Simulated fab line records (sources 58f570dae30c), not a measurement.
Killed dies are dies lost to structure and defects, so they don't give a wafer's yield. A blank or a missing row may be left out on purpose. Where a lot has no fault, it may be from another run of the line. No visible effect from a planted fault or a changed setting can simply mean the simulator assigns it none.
8D (eight disciplines) problem report, filled in by code | flow berkeleyCmos170 | the parts of the form that need people (team, actions taken, sign-off) are left out

1. WHAT WENT WRONG
Wafers without a fault read 228 s, standard deviation 3.8; runLengthS at UCB170_GATE_WET_ETCH_00 reads a mean of 347 s on 9 wafers belonging to 3 lots. That puts it +31 standard deviations away from the usual mean.
The step: etches SiO2 in dHF, time 200 s.
The first sign was on wafer L385.1 at day 6 23:07, on wetBench-02. The record holds 36 wafers of 12 lots with a number at this step. Rule for "out", or "out of limits": more than 4 standard deviations from the usual mean. Any other wafer with a number is counted as sound.

2. WHAT IT IS AND WHAT IT IS NOT
question                    | is                     | is not
which readings at this step | runLengthS             | -
which lots                  | L385, L386, L387       | L379, L380, L381, L382, L383, L384, L398, L401, L402
which wafers of those lots  | all that have a number | -
read on which tools         | wetBench-02            | wetBench-01, wetBench-03
when                        | from day 6 23:07       | up to then (18 sound wafers); but 9 sound wafers of L398, L401, L402 came after

3. THE SUSPECTS, EACH WITH WHAT RULES IT OUT
Counting: a tool at any process step up to the reading remains a suspect when it ran all the lots that are out and ran no sound lot after the first of those.
- wetBench-02 at UCB170_GATE_WET_ETCH_00 (etches SiO2 in dHF, time 200 s): kept. It ran every lot that is out, first L385 (day 6 23:07), and no sound lot after that; its last sound lot up to then is L384 (day 6 17:59). Its own readings are out on those wafers: runLengthS.
Left after counting: wetBench-02 at UCB170_GATE_WET_ETCH_00.

4. THE CAUSE (what the simulator had put in)
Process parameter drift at UCB170_GATE_WET_ETCH_00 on wetBench-02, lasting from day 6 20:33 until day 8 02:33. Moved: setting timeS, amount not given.
This tool alone remained once counting was done.

5. THE CHAIN OF EFFECTS, in route order
One row per reading whose mean, taken over the struck wafers that have a number, lies over 3 standard deviations from the usual. Only readings whose record carries a usual standard deviation are examined. hours: median over the lots of the time between each lot's start at the first step of this table that gives one and its start at this step. sigmas: the change, counted in usual standard deviations.
hours | step                    | reading    | usual | on struck wafers | change | sigmas
0     | UCB170_GATE_WET_ETCH_00 | runLengthS | 228 s | 347              | +119   | +31
Its process steps:
- UCB170_GATE_WET_ETCH_00: etches SiO2 in dHF, time 200 s.

6. HOW IT WOULD HAVE BEEN CAUGHT EARLIER
In this record the first reading out of limits was taken at day 6 23:07, 3 hours after the fault began at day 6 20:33.
